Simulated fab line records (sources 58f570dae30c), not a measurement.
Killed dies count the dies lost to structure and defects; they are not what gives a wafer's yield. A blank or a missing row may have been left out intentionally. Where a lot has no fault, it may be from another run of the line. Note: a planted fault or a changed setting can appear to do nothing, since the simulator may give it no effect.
fab line records || flow berkeley-cmos170
record: {"lots": 6, "wafers": 18, "last-day": 12}
route steps=331 shown ACTIVE@68 PFIELD@79
lots that met no fault: taken from a fault-free run of the same line
start-h: start of the lot's first displayed wafer, in hours after the record's first day || wait-h: time in hours since the lot's previous step || " same as the row above || L1.1+2: several wafers, shown together as one row || - either no value or no given start || * or withheld: withheld || < > ~ a bound
route shown NAME@n: NAME is a module with steps in the file, n the number in the route of the first one || usual: average and standard deviation across the fault-free wafers || same: alike in all rows || chamber/n: place in a boat || sites: the reading at each site || _std_site: how widely they spread, as a standard deviation || _edge_site: inner sites' mean taken away from outer sites' mean || radius-mm: for every site, how far away it sits from the centre of the wafer || mask NAME#n: copy n || behind: the last tool/chamber to shape the wafer || hold: why the lot was held/for how many hours/how that ended || device: whichever transistor did not switch (one of n, p or np) || end of line: the route-end tests of the same wafers || step lacking rows: just its recipe || killed: the dies lost at the first sort to structure and to defects; this is not the yield of the wafer || map: per-die view of a wafer (x killed, . not killed, _ where there is no die)
set.NAME: the run value of the setting; set.NAME@STEP: its run value at that earlier step || model.NAME: the simulator's own value behind a step, which no gauge read
lots seen at some steps along the route; tables by step, rows by wafer
services: when a tool's chamber went out of use (start-h, in hours from the record's first day, below 0 if earlier), for how many hours, and the reason
== steps ==
step: UCB170_ACTIVE_COAT_08
recipe: {"resist": "KrF", "spin-rpm": 1500, "resist-thk-nm": 900}
step: UCB170_ACTIVE_SOFTBAKE_09
recipe: {"resist": "KrF", "temp-c": 130, "time-s": 60}
step: UCB170_ACTIVE_EXPOSE_10
recipe: {"mask-id": "ACTIVE", "target-cd-nm": 1200, "na": 0.5, "sigma-outer": 0.6, "source-shape": "conventional", "dose-mj": 20}
step: UCB170_ACTIVE_PEB_11
recipe: {"peb-temp-c": 130, "peb-time-s": "withheld", "resist": "KrF"}
step: UCB170_ACTIVE_DEVELOP_12
recipe: {"developer": "TMAH", "develop-time-s": 45, "resist": "KrF", "dev-temp-c": 21}
step: UCB170_ACTIVE_CD_MEAS_13
recipe: {"target-cd-nm": 1200}
usual: {"cd-nm": "1199.9/1.2"}
{"lot.wafer": "L152.1", "tool": "cd-sem-01", "chamber": "-", "start-h": 85.49, "wait-h": "-", "cd-nm": 1199.2}
{"lot.wafer": "L152.3", "tool": "cd-sem-01", "chamber": "-", "start-h": 85.49, "wait-h": "-", "cd-nm": 1198.6}
{"lot.wafer": "L152.5", "tool": "cd-sem-01", "chamber": "-", "start-h": 85.49, "wait-h": "-", "cd-nm": 1200.0}
{"lot.wafer": "L161.2", "tool": "cd-sem-02", "chamber": "-", "start-h": 140.94, "wait-h": "-", "cd-nm": 1199.6}
{"lot.wafer": "L161.4", "tool": "cd-sem-02", "chamber": "-", "start-h": 140.94, "wait-h": "-", "cd-nm": 1199.3}
{"lot.wafer": "L161.5", "tool": "cd-sem-02", "chamber": "-", "start-h": 140.94, "wait-h": "-", "cd-nm": 1199.7}
{"lot.wafer": "L162.2", "tool": "cd-sem-02", "chamber": "-", "start-h": 141.18, "wait-h": "-", "cd-nm": 1200.4}
{"lot.wafer": "L162.4", "tool": "cd-sem-02", "chamber": "-", "start-h": 141.18, "wait-h": "-", "cd-nm": 1200.9}
{"lot.wafer": "L162.6", "tool": "cd-sem-02", "chamber": "-", "start-h": 141.18, "wait-h": "-", "cd-nm": 1200.4}
{"lot.wafer": "L168.2", "tool": "cd-sem-01", "chamber": "-", "start-h": 168.08, "wait-h": "-", "cd-nm": 1199.8}
{"lot.wafer": "L168.3", "tool": "cd-sem-01", "chamber": "-", "start-h": 168.08, "wait-h": "-", "cd-nm": 1199.7}
{"lot.wafer": "L168.4", "tool": "cd-sem-01", "chamber": "-", "start-h": 168.08, "wait-h": "-", "cd-nm": 1199.2}
{"lot.wafer": "L170.2", "tool": "cd-sem-02", "chamber": "-", "start-h": 181.96, "wait-h": "-", "cd-nm": 1201.5}
{"lot.wafer": "L170.5", "tool": "cd-sem-02", "chamber": "-", "start-h": 181.96, "wait-h": "-", "cd-nm": 1199.2}
{"lot.wafer": "L170.6", "tool": "cd-sem-02", "chamber": "-", "start-h": 181.96, "wait-h": "-", "cd-nm": 1200.6}
{"lot.wafer": "L173.4", "tool": "cd-sem-02", "chamber": "-", "start-h": 198.07, "wait-h": "-", "cd-nm": 1201.0}
{"lot.wafer": "L173.5", "tool": "cd-sem-02", "chamber": "-", "start-h": 198.07, "wait-h": "-", "cd-nm": 1201.3}
{"lot.wafer": "L173.6", "tool": "cd-sem-02", "chamber": "-", "start-h": 198.07, "wait-h": "-", "cd-nm": 1201.2}
step: UCB170_ACTIVE_OVL_MEAS_14
usual: {"ACTIVE_OVL": "4/5"}
{"lot.wafer": "L152.1", "tool": "overlay-02", "chamber": "-", "start-h": 85.61, "wait-h": 0.1, "ACTIVE_OVL[nm]": -4}
{"lot.wafer": "L152.3", "tool": "overlay-02", "chamber": "-", "start-h": 85.61, "wait-h": 0.1, "ACTIVE_OVL[nm]": 1}
{"lot.wafer": "L152.5", "tool": "overlay-02", "chamber": "-", "start-h": 85.61, "wait-h": 0.1, "ACTIVE_OVL[nm]": -4}
{"lot.wafer": "L161.2", "tool": "overlay-01", "chamber": "-", "start-h": 141.05, "wait-h": 0.1, "ACTIVE_OVL[nm]": 9}
{"lot.wafer": "L161.4", "tool": "overlay-01", "chamber": "-", "start-h": 141.05, "wait-h": 0.1, "ACTIVE_OVL[nm]": 6}
{"lot.wafer": "L161.5", "tool": "overlay-01", "chamber": "-", "start-h": 141.05, "wait-h": 0.1, "ACTIVE_OVL[nm]": 9}
{"lot.wafer": "L162.2", "tool": "overlay-01", "chamber": "-", "start-h": 141.29, "wait-h": 0.1, "ACTIVE_OVL[nm]": 2}
{"lot.wafer": "L162.4", "tool": "overlay-01", "chamber": "-", "start-h": 141.29, "wait-h": 0.1, "ACTIVE_OVL[nm]": 2}
{"lot.wafer": "L162.6", "tool": "overlay-01", "chamber": "-", "start-h": 141.29, "wait-h": 0.1, "ACTIVE_OVL[nm]": 8}
{"lot.wafer": "L168.2", "tool": "overlay-01", "chamber": "-", "start-h": 168.18, "wait-h": 0.1, "ACTIVE_OVL[nm]": 0}
{"lot.wafer": "L168.3", "tool": "overlay-01", "chamber": "-", "start-h": 168.18, "wait-h": 0.1, "ACTIVE_OVL[nm]": 3}
{"lot.wafer": "L168.4", "tool": "overlay-01", "chamber": "-", "start-h": 168.18, "wait-h": 0.1, "ACTIVE_OVL[nm]": 8}
{"lot.wafer": "L170.2", "tool": "overlay-01", "chamber": "-", "start-h": 182.07, "wait-h": 0.1, "ACTIVE_OVL[nm]": 6}
{"lot.wafer": "L170.5", "tool": "overlay-01", "chamber": "-", "start-h": 182.07, "wait-h": 0.1, "ACTIVE_OVL[nm]": 4}
{"lot.wafer": "L170.6", "tool": "overlay-01", "chamber": "-", "start-h": 182.07, "wait-h": 0.1, "ACTIVE_OVL[nm]": 7}
{"lot.wafer": "L173.4", "tool": "overlay-01", "chamber": "-", "start-h": 198.14, "wait-h": 0.1, "ACTIVE_OVL[nm]": 3}
{"lot.wafer": "L173.5", "tool": "overlay-01", "chamber": "-", "start-h": 198.14, "wait-h": 0.1, "ACTIVE_OVL[nm]": -5}
{"lot.wafer": "L173.6", "tool": "overlay-01", "chamber": "-", "start-h": 198.14, "wait-h": 0.1, "ACTIVE_OVL[nm]": 0}
step: UCB170_ACTIVE_ETCH_15
recipe: {"chemistry": "CH3F/Ar/O2", "target": "Si3N4", "stop-on": "SiO2", "CH3F_flow_sccm": 20, "Ar_flow_sccm": 50, "O2_flow_sccm": 7, "pressure-mtorr": 50, "rf-w": 450, "target-depth-a": 2420, "over-etch-frac": 0.1, "time-s": 151}
usual: {"drypump-motor-current-A": "5.5/0.47", "mfc-ar-sccm": "50.01/0.15", "oes-product-au": "0.945/0.015", "throttle-valve-pct": "8.07/0.11"}
{"lot.wafer": "L152.1", "tool": "rie-diel-04", "chamber": 1, "start-h": 85.64, "wait-h": 0.0, "drypump-motor-current-A": 5.9, "mfc-ar-sccm": 49.93, "oes-product-au": 0.914, "rf-hours-counter-h": 121, "throttle-valve-pct": 8.16}
{"lot.wafer": "L152.3", "tool": "rie-diel-04", "chamber": 2, "start-h": 85.64, "wait-h": 0.0, "drypump-motor-current-A": 5.6, "mfc-ar-sccm": 50.08, "oes-product-au": 0.941, "rf-hours-counter-h": 107, "throttle-valve-pct": 8.02}
{"lot.wafer": "L152.5", "tool": "rie-diel-04", "chamber": 0, "start-h": 85.64, "wait-h": 0.0, "drypump-motor-current-A": 6.3, "mfc-ar-sccm": 50.03, "oes-product-au": 0.927, "rf-hours-counter-h": "-", "throttle-valve-pct": 8.07}
{"lot.wafer": "L161.2", "tool": "rie-diel-04", "chamber": 3, "start-h": 141.08, "wait-h": 0.0, "drypump-motor-current-A": 5.3, "mfc-ar-sccm": 49.85, "oes-product-au": 0.921, "rf-hours-counter-h": 101, "throttle-valve-pct": 8.26}
{"lot.wafer": "L161.4", "tool": "rie-diel-04", "chamber": 1, "start-h": 141.08, "wait-h": 0.0, "drypump-motor-current-A": 5.9, "mfc-ar-sccm": 49.87, "oes-product-au": 0.905, "rf-hours-counter-h": 123, "throttle-valve-pct": 8.16}
{"lot.wafer": "L161.5", "tool": "rie-diel-04", "chamber": 0, "start-h": 141.08, "wait-h": 0.0, "drypump-motor-current-A": 6.3, "mfc-ar-sccm": 49.73, "oes-product-au": 0.924, "rf-hours-counter-h": "-", "throttle-valve-pct": 8.04}
{"lot.wafer": "L162.2", "tool": "rie-diel-03", "chamber": 0, "start-h": 141.32, "wait-h": 0.0, "drypump-motor-current-A": 5.8, "mfc-ar-sccm": 49.97, "oes-product-au": 0.966, "rf-hours-counter-h": 79, "throttle-valve-pct": 8.05}
{"lot.wafer": "L162.4", "tool": "rie-diel-03", "chamber": 3, "start-h": 141.32, "wait-h": 0.0, "drypump-motor-current-A": 5.7, "mfc-ar-sccm": 50.07, "oes-product-au": 0.956, "rf-hours-counter-h": 36, "throttle-valve-pct": 7.94}
{"lot.wafer": "L162.6", "tool": "rie-diel-03", "chamber": 3, "start-h": 141.32, "wait-h": 0.0, "drypump-motor-current-A": 5.7, "mfc-ar-sccm": 50.14, "oes-product-au": 0.956, "rf-hours-counter-h": "-", "throttle-valve-pct": 7.94}
{"lot.wafer": "L168.2", "tool": "rie-diel-03", "chamber": 3, "start-h": 168.21, "wait-h": 0.0, "drypump-motor-current-A": 5.6, "mfc-ar-sccm": 50.17, "oes-product-au": 0.963, "rf-hours-counter-h": 37, "throttle-valve-pct": 7.95}
{"lot.wafer": "L168.3", "tool": "rie-diel-03", "chamber": 0, "start-h": 168.21, "wait-h": 0.0, "drypump-motor-current-A": 5.8, "mfc-ar-sccm": 50.32, "oes-product-au": 0.967, "rf-hours-counter-h": 80, "throttle-valve-pct": 8.05}
{"lot.wafer": "L168.4", "tool": "rie-diel-03", "chamber": 2, "start-h": 168.21, "wait-h": 0.0, "drypump-motor-current-A": 6.0, "mfc-ar-sccm": 50.00, "oes-product-au": 0.938, "rf-hours-counter-h": 34, "throttle-valve-pct": 7.94}
{"lot.wafer": "L170.2", "tool": "rie-diel-04", "chamber": 0, "start-h": 182.10, "wait-h": 0.0, "drypump-motor-current-A": 6.3, "mfc-ar-sccm": 49.94, "oes-product-au": 0.938, "rf-hours-counter-h": 57, "throttle-valve-pct": 8.05}
{"lot.wafer": "L170.5", "tool": "rie-diel-04", "chamber": 0, "start-h": 182.10, "wait-h": 0.0, "drypump-motor-current-A": 6.3, "mfc-ar-sccm": 49.78, "oes-product-au": 0.947, "rf-hours-counter-h": "-", "throttle-valve-pct": 8.06}
{"lot.wafer": "L170.6", "tool": "rie-diel-04", "chamber": 3, "start-h": 182.10, "wait-h": 0.0, "drypump-motor-current-A": 5.2, "mfc-ar-sccm": 50.00, "oes-product-au": 0.935, "rf-hours-counter-h": "-", "throttle-valve-pct": 8.25}
{"lot.wafer": "L173.4", "tool": "rie-diel-01", "chamber": 0, "start-h": 198.16, "wait-h": 0.0, "drypump-motor-current-A": 5.4, "mfc-ar-sccm": 50.03, "oes-product-au": 0.964, "rf-hours-counter-h": 14, "throttle-valve-pct": 8.24}
{"lot.wafer": "L173.5", "tool": "rie-diel-01", "chamber": 2, "start-h": 198.16, "wait-h": 0.0, "drypump-motor-current-A": 4.7, "mfc-ar-sccm": 49.85, "oes-product-au": 0.944, "rf-hours-counter-h": "-", "throttle-valve-pct": 8.00}
{"lot.wafer": "L173.6", "tool": "rie-diel-01", "chamber": 1, "start-h": 198.16, "wait-h": 0.0, "drypump-motor-current-A": 5.2, "mfc-ar-sccm": 49.96, "oes-product-au": 0.956, "rf-hours-counter-h": "-", "throttle-valve-pct": 8.19}
step: UCB170_ACTIVE_STRIP_16
recipe: {"chemistry": "O2", "power-w": 400, "pressure-mtorr": 3500, "platen-temp-c": "withheld", "o2-flow-sccm": 400, "overash-fraction": 0.5}
usual: {"drypump-motor-current-A": "5.7/0.67", "oes-product-au": "0.721/0.0043", "strip-time-to-endpoint-s": "18.06/0.092"}
{"lot.wafer": "L152.1", "tool": "plasma-asher-01", "chamber": 0, "start-h": 85.75, "wait-h": 0.1, "drypump-motor-current-A": 6.6, "oes-product-au": 0.720, "rf-hours-counter-h": 29, "strip-time-to-endpoint-s": 17.98}
{"lot.wafer": "L152.3", "tool": "plasma-asher-01", "chamber": 1, "start-h": 85.75, "wait-h": 0.1, "drypump-motor-current-A": 5.8, "oes-product-au": 0.719, "rf-hours-counter-h": "-", "strip-time-to-endpoint-s": 18.09}
{"lot.wafer": "L152.5", "tool": "plasma-asher-01", "chamber": 0, "start-h": 85.75, "wait-h": 0.1, "drypump-motor-current-A": 6.6, "oes-product-au": 0.717, "rf-hours-counter-h": "-", "strip-time-to-endpoint-s": 18.09}
{"lot.wafer": "L161.2", "tool": "plasma-asher-02", "chamber": 1, "start-h": 141.18, "wait-h": 0.1, "drypump-motor-current-A": 4.8, "oes-product-au": 0.723, "rf-hours-counter-h": 43, "strip-time-to-endpoint-s": 18.03}
{"lot.wafer": "L161.4", "tool": "plasma-asher-02", "chamber": 0, "start-h": 141.18, "wait-h": 0.1, "drypump-motor-current-A": 5.4, "oes-product-au": 0.716, "rf-hours-counter-h": "-", "strip-time-to-endpoint-s": 17.98}
{"lot.wafer": "L161.5", "tool": "plasma-asher-02", "chamber": 1, "start-h": 141.18, "wait-h": 0.1, "drypump-motor-current-A": 4.7, "oes-product-au": 0.721, "rf-hours-counter-h": "-", "strip-time-to-endpoint-s": 18.15}
{"lot.wafer": "L162.2", "tool": "plasma-asher-01", "chamber": 1, "start-h": 141.42, "wait-h": 0.1, "drypump-motor-current-A": 5.9, "oes-product-au": 0.725, "rf-hours-counter-h": 35, "strip-time-to-endpoint-s": 18.02}
{"lot.wafer": "L162.4", "tool": "plasma-asher-01", "chamber": 0, "start-h": 141.42, "wait-h": 0.1, "drypump-motor-current-A": 6.7, "oes-product-au": 0.719, "rf-hours-counter-h": "-", "strip-time-to-endpoint-s": 18.09}
{"lot.wafer": "L162.6", "tool": "plasma-asher-01", "chamber": 0, "start-h": 141.42, "wait-h": 0.1, "drypump-motor-current-A": 6.6, "oes-product-au": 0.721, "rf-hours-counter-h": "-", "strip-time-to-endpoint-s": 18.07}
{"lot.wafer": "L168.2", "tool": "plasma-asher-02", "chamber": 0, "start-h": 168.31, "wait-h": 0.1, "drypump-motor-current-A": 5.4, "oes-product-au": 0.725, "rf-hours-counter-h": 46, "strip-time-to-endpoint-s": 18.18}
{"lot.wafer": "L168.3", "tool": "plasma-asher-02", "chamber": 0, "start-h": 168.31, "wait-h": 0.1, "drypump-motor-current-A": 5.4, "oes-product-au": 0.720, "rf-hours-counter-h": "-", "strip-time-to-endpoint-s": 18.09}
{"lot.wafer": "L168.4", "tool": "plasma-asher-02", "chamber": 1, "start-h": 168.31, "wait-h": 0.1, "drypump-motor-current-A": 4.8, "oes-product-au": 0.716, "rf-hours-counter-h": "-", "strip-time-to-endpoint-s": 18.01}
{"lot.wafer": "L170.2", "tool": "plasma-asher-04", "chamber": 0, "start-h": 182.20, "wait-h": 0.1, "drypump-motor-current-A": 6.2, "oes-product-au": 0.723, "rf-hours-counter-h": 44, "strip-time-to-endpoint-s": 17.96}
{"lot.wafer": "L170.5", "tool": "plasma-asher-04", "chamber": 1, "start-h": 182.20, "wait-h": 0.1, "drypump-motor-current-A": 4.9, "oes-product-au": 0.718, "rf-hours-counter-h": "-", "strip-time-to-endpoint-s": 17.96}
{"lot.wafer": "L170.6", "tool": "plasma-asher-04", "chamber": 0, "start-h": 182.20, "wait-h": 0.1, "drypump-motor-current-A": 6.2, "oes-product-au": 0.725, "rf-hours-counter-h": "-", "strip-time-to-endpoint-s": 18.00}
{"lot.wafer": "L173.4", "tool": "plasma-asher-04", "chamber": 1, "start-h": 198.30, "wait-h": 0.1, "drypump-motor-current-A": 5.0, "oes-product-au": 0.713, "rf-hours-counter-h": "-", "strip-time-to-endpoint-s": 17.94}
{"lot.wafer": "L173.5", "tool": "plasma-asher-04", "chamber": 0, "start-h": 198.30, "wait-h": 0.1, "drypump-motor-current-A": 6.2, "oes-product-au": 0.720, "rf-hours-counter-h": "-", "strip-time-to-endpoint-s": 18.06}
{"lot.wafer": "L173.6", "tool": "plasma-asher-04", "chamber": 1, "start-h": 198.30, "wait-h": 0.1, "drypump-motor-current-A": 4.9, "oes-product-au": 0.715, "rf-hours-counter-h": "-", "strip-time-to-endpoint-s": 17.97}
step: UCB170_ACTIVE_CD_MEAS_90
recipe: {"target-cd-nm": 1200}
usual: {"cd-nm": "1199.8/1.2"}
{"lot.wafer": "L152.1", "tool": "cd-sem-02", "chamber": "-", "start-h": 85.85, "wait-h": 0.1, "cd-nm": 1198.8}
{"lot.wafer": "L152.3", "tool": "cd-sem-02", "chamber": "-", "start-h": 85.85, "wait-h": 0.1, "cd-nm": 1197.9}
{"lot.wafer": "L152.5", "tool": "cd-sem-02", "chamber": "-", "start-h": 85.85, "wait-h": 0.1, "cd-nm": 1199.8}
{"lot.wafer": "L161.2", "tool": "cd-sem-02", "chamber": "-", "start-h": 141.54, "wait-h": 0.3, "cd-nm": 1199.6}
{"lot.wafer": "L161.4", "tool": "cd-sem-02", "chamber": "-", "start-h": 141.54, "wait-h": 0.3, "cd-nm": 1199.1}
{"lot.wafer": "L161.5", "tool": "cd-sem-02", "chamber": "-", "start-h": 141.54, "wait-h": 0.3, "cd-nm": 1199.0}
{"lot.wafer": "L162.2", "tool": "cd-sem-02", "chamber": "-", "start-h": 141.90, "wait-h": 0.5, "cd-nm": 1200.3}
{"lot.wafer": "L162.4", "tool": "cd-sem-02", "chamber": "-", "start-h": 141.90, "wait-h": 0.5, "cd-nm": 1201.3}
{"lot.wafer": "L162.6", "tool": "cd-sem-02", "chamber": "-", "start-h": 141.90, "wait-h": 0.5, "cd-nm": 1200.6}
{"lot.wafer": "L168.2", "tool": "cd-sem-02", "chamber": "-", "start-h": 168.43, "wait-h": 0.1, "cd-nm": 1199.4}
{"lot.wafer": "L168.3", "tool": "cd-sem-02", "chamber": "-", "start-h": 168.43, "wait-h": 0.1, "cd-nm": 1199.4}
{"lot.wafer": "L168.4", "tool": "cd-sem-02", "chamber": "-", "start-h": 168.43, "wait-h": 0.1, "cd-nm": 1199.5}
{"lot.wafer": "L170.2", "tool": "cd-sem-02", "chamber": "-", "start-h": 182.32, "wait-h": 0.1, "cd-nm": 1201.2}
{"lot.wafer": "L170.5", "tool": "cd-sem-02", "chamber": "-", "start-h": 182.32, "wait-h": 0.1, "cd-nm": 1199.3}
{"lot.wafer": "L170.6", "tool": "cd-sem-02", "chamber": "-", "start-h": 182.32, "wait-h": 0.1, "cd-nm": 1200.4}
{"lot.wafer": "L173.4", "tool": "cd-sem-02", "chamber": "-", "start-h": 198.42, "wait-h": 0.1, "cd-nm": 1200.4}
{"lot.wafer": "L173.5", "tool": "cd-sem-02", "chamber": "-", "start-h": 198.42, "wait-h": 0.1, "cd-nm": 1201.3}
{"lot.wafer": "L173.6", "tool": "cd-sem-02", "chamber": "-", "start-h": 198.42, "wait-h": 0.1, "cd-nm": 1200.6}
step: UCB170_ACTIVE_CLEAN_17
recipe: {"chemistry": "SPM", "temp-c": 120, "time-s": 600}
step: UCB170_PFIELD_HMDS_00
recipe: {"prime-time-s": 60, "prime-temp-c": 100}
step: UCB170_PFIELD_COAT_01
recipe: {"resist": "KrF", "spin-rpm": 1500, "resist-thk-nm": 900}
usual: {"chill-plate-temp-C": "23.01/0.099", "dispense-pressure-kPa": "51/3.1"}
{"lot.wafer": "L152.1", "tool": "litho-track-01", "chamber": 0, "start-h": 88.25, "wait-h": 0.1, "chill-plate-temp-C": 22.89, "dispense-pressure-kPa": 46}
{"lot.wafer": "L152.3", "tool": "litho-track-01", "chamber": 0, "start-h": 88.25, "wait-h": 0.1, "chill-plate-temp-C": 22.90, "dispense-pressure-kPa": 46}
{"lot.wafer": "L152.5", "tool": "litho-track-01", "chamber": 0, "start-h": 88.25, "wait-h": 0.1, "chill-plate-temp-C": 22.89, "dispense-pressure-kPa": 46}
{"lot.wafer": "L161.2", "tool": "litho-track-01", "chamber": "-", "start-h": 141.99, "wait-h": 0.1, "chill-plate-temp-C": "-", "dispense-pressure-kPa": "-"}
{"lot.wafer": "L161.4", "tool": "litho-track-01", "chamber": "-", "start-h": 141.99, "wait-h": 0.1, "chill-plate-temp-C": "-", "dispense-pressure-kPa": "-"}
{"lot.wafer": "L161.5", "tool": "litho-track-01", "chamber": "-", "start-h": 141.99, "wait-h": 0.1, "chill-plate-temp-C": "-", "dispense-pressure-kPa": "-"}
{"lot.wafer": "L162.2", "tool": "litho-track-04", "chamber": "-", "start-h": 142.35, "wait-h": 0.1, "chill-plate-temp-C": "-", "dispense-pressure-kPa": "-"}
{"lot.wafer": "L162.4", "tool": "litho-track-04", "chamber": "-", "start-h": 142.35, "wait-h": 0.1, "chill-plate-temp-C": "-", "dispense-pressure-kPa": "-"}
{"lot.wafer": "L162.6", "tool": "litho-track-04", "chamber": "-", "start-h": 142.35, "wait-h": 0.1, "chill-plate-temp-C": "-", "dispense-pressure-kPa": "-"}
{"lot.wafer": "L168.2", "tool": "litho-track-04", "chamber": 0, "start-h": 168.97, "wait-h": 0.1, "chill-plate-temp-C": 23.11, "dispense-pressure-kPa": 53}
{"lot.wafer": "L168.3", "tool": "litho-track-04", "chamber": 0, "start-h": 168.97, "wait-h": 0.1, "chill-plate-temp-C": 23.07, "dispense-pressure-kPa": 53}
{"lot.wafer": "L168.4", "tool": "litho-track-04", "chamber": 0, "start-h": 168.97, "wait-h": 0.1, "chill-plate-temp-C": 23.12, "dispense-pressure-kPa": 53}
{"lot.wafer": "L170.2", "tool": "litho-track-04", "chamber": 0, "start-h": 183.11, "wait-h": 0.1, "chill-plate-temp-C": 22.99, "dispense-pressure-kPa": 53}
{"lot.wafer": "L170.5", "tool": "litho-track-04", "chamber": 0, "start-h": 183.11, "wait-h": 0.1, "chill-plate-temp-C": 23.05, "dispense-pressure-kPa": 53}
{"lot.wafer": "L170.6", "tool": "litho-track-04", "chamber": 0, "start-h": 183.11, "wait-h": 0.1, "chill-plate-temp-C": 23.01, "dispense-pressure-kPa": 53}
{"lot.wafer": "L173.4", "tool": "litho-track-02", "chamber": 0, "start-h": 199.05, "wait-h": 0.1, "chill-plate-temp-C": 23.14, "dispense-pressure-kPa": 53}
{"lot.wafer": "L173.5", "tool": "litho-track-02", "chamber": 0, "start-h": 199.05, "wait-h": 0.1, "chill-plate-temp-C": 23.06, "dispense-pressure-kPa": 53}
{"lot.wafer": "L173.6", "tool": "litho-track-02", "chamber": 0, "start-h": 199.05, "wait-h": 0.1, "chill-plate-temp-C": 23.13, "dispense-pressure-kPa": 53}
step: UCB170_PFIELD_SOFTBAKE_02
recipe: {"resist": "KrF", "temp-c": 130, "time-s": 60}
step: UCB170_PFIELD_EXPOSE_03
recipe: {"mask-id": "PFIELD", "na": 0.5, "sigma-outer": 0.6, "source-shape": "conventional", "target-cd-nm": 1500, "dose-mj": 30}
step: UCB170_PFIELD_PEB_04
recipe: {"peb-temp-c": 130, "peb-time-s": "withheld", "resist": "KrF"}
step: UCB170_PFIELD_DEVELOP_05
recipe: {"developer": "TMAH", "develop-time-s": 45, "resist": "KrF", "dev-temp-c": 21}
step: UCB170_PFIELD_OVL_MEAS_06
usual: {"PFIELD_OVL": "0/4.9"}
{"lot.wafer": "L152.1", "tool": "overlay-02", "chamber": "-", "start-h": 89.48, "wait-h": "-", "PFIELD_OVL[nm]": 3}
{"lot.wafer": "L152.3", "tool": "overlay-02", "chamber": "-", "start-h": 89.48, "wait-h": "-", "PFIELD_OVL[nm]": -5}
{"lot.wafer": "L152.5", "tool": "overlay-02", "chamber": "-", "start-h": 89.48, "wait-h": "-", "PFIELD_OVL[nm]": 2}
{"lot.wafer": "L161.2", "tool": "overlay-01", "chamber": "-", "start-h": 142.67, "wait-h": "-", "PFIELD_OVL[nm]": "-"}
{"lot.wafer": "L161.4", "tool": "overlay-01", "chamber": "-", "start-h": 142.67, "wait-h": "-", "PFIELD_OVL[nm]": "-"}
{"lot.wafer": "L161.5", "tool": "overlay-01", "chamber": "-", "start-h": 142.67, "wait-h": "-", "PFIELD_OVL[nm]": "-"}
{"lot.wafer": "L162.2", "tool": "overlay-02", "chamber": "-", "start-h": 143.15, "wait-h": "-", "PFIELD_OVL[nm]": "-"}
{"lot.wafer": "L162.4", "tool": "overlay-02", "chamber": "-", "start-h": 143.15, "wait-h": "-", "PFIELD_OVL[nm]": "-"}
{"lot.wafer": "L162.6", "tool": "overlay-02", "chamber": "-", "start-h": 143.15, "wait-h": "-", "PFIELD_OVL[nm]": "-"}
{"lot.wafer": "L168.2", "tool": "overlay-01", "chamber": "-", "start-h": 169.65, "wait-h": "-", "PFIELD_OVL[nm]": -8}
{"lot.wafer": "L168.3", "tool": "overlay-01", "chamber": "-", "start-h": 169.65, "wait-h": "-", "PFIELD_OVL[nm]": -8}
{"lot.wafer": "L168.4", "tool": "overlay-01", "chamber": "-", "start-h": 169.65, "wait-h": "-", "PFIELD_OVL[nm]": -10}
{"lot.wafer": "L170.2", "tool": "overlay-01", "chamber": "-", "start-h": 183.94, "wait-h": "-", "PFIELD_OVL[nm]": 5}
{"lot.wafer": "L170.5", "tool": "overlay-01", "chamber": "-", "start-h": 183.94, "wait-h": "-", "PFIELD_OVL[nm]": 6}
{"lot.wafer": "L170.6", "tool": "overlay-01", "chamber": "-", "start-h": 183.94, "wait-h": "-", "PFIELD_OVL[nm]": -1}
{"lot.wafer": "L173.4", "tool": "overlay-01", "chamber": "-", "start-h": 199.81, "wait-h": "-", "PFIELD_OVL[nm]": -6}
{"lot.wafer": "L173.5", "tool": "overlay-01", "chamber": "-", "start-h": 199.81, "wait-h": "-", "PFIELD_OVL[nm]": -6}
{"lot.wafer": "L173.6", "tool": "overlay-01", "chamber": "-", "start-h": 199.81, "wait-h": "-", "PFIELD_OVL[nm]": -4}
step: UCB170_PFIELD_IMPLANT_07
recipe: {"species": "B", "dose-cm2": 2e+13, "energy-kev": 80, "tilt-deg": 7.23}
== services ==
{"tool": "plasma-asher-04", "chamber": "-", "start-h": 61.86, "hours": 3.4, "kind": "repair"}
{"tool": "rie-diel-04", "chamber": 3, "start-h": 81.72, "hours": 6.4, "kind": "repair"}
{"tool": "plasma-asher-04", "chamber": "-", "start-h": 113.78, "hours": 0.6, "kind": "repair"}
{"tool": "rie-diel-04", "chamber": 1, "start-h": 154.22, "hours": 3.6, "kind": "repair"}
{"tool": "rie-diel-01", "chamber": "-", "start-h": 170.48, "hours": 0.4, "kind": "repair"}
{"tool": "plasma-asher-04", "chamber": "-", "start-h": 171.55, "hours": 7.5, "kind": "repair"}
{"tool": "plasma-asher-04", "chamber": "-", "start-h": 174.15, "hours": 1.8, "kind": "repair"}
== key ==
first-sign: {"step": "UCB170_PFIELD_COAT_01", "reading": "tool-record", "direction": "missing"}
effect: {"step": "UCB170_PFIELD_OVL_MEAS_06", "reading": "PFIELD_OVL", "direction": "missing"}
met-at UCB170_PFIELD_COAT_01
struck-wafers L161.2,L161.4,L161.5,L162.2,L162.4,L162.6
sort-left-out L161.2,L161.4,L161.5,L162.2,L162.4,L162.6
tester-left-out L161,L162
onset-between 88.25 141.99
fault: {"kind": "skipped-step-whole", "tool": "litho-track-01,litho-track-04", "chamber": "-", "onset-h": 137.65, "steps": "UCB170_PFIELD_COAT_01", "scope": "struck-lots-only"}
tester-left-out: of these lots the tester's yield and bins aren't shown, on N5 and GAA mostly nor the transistor test; their killed dies are dies lost to structure and defects alone, not to doping, threshold or leakage, so they don't give the yield
sort-left-out: the simulated sort isn't trusted on such a fault, so these wafers' sort isn't shown, and their yield isn't known
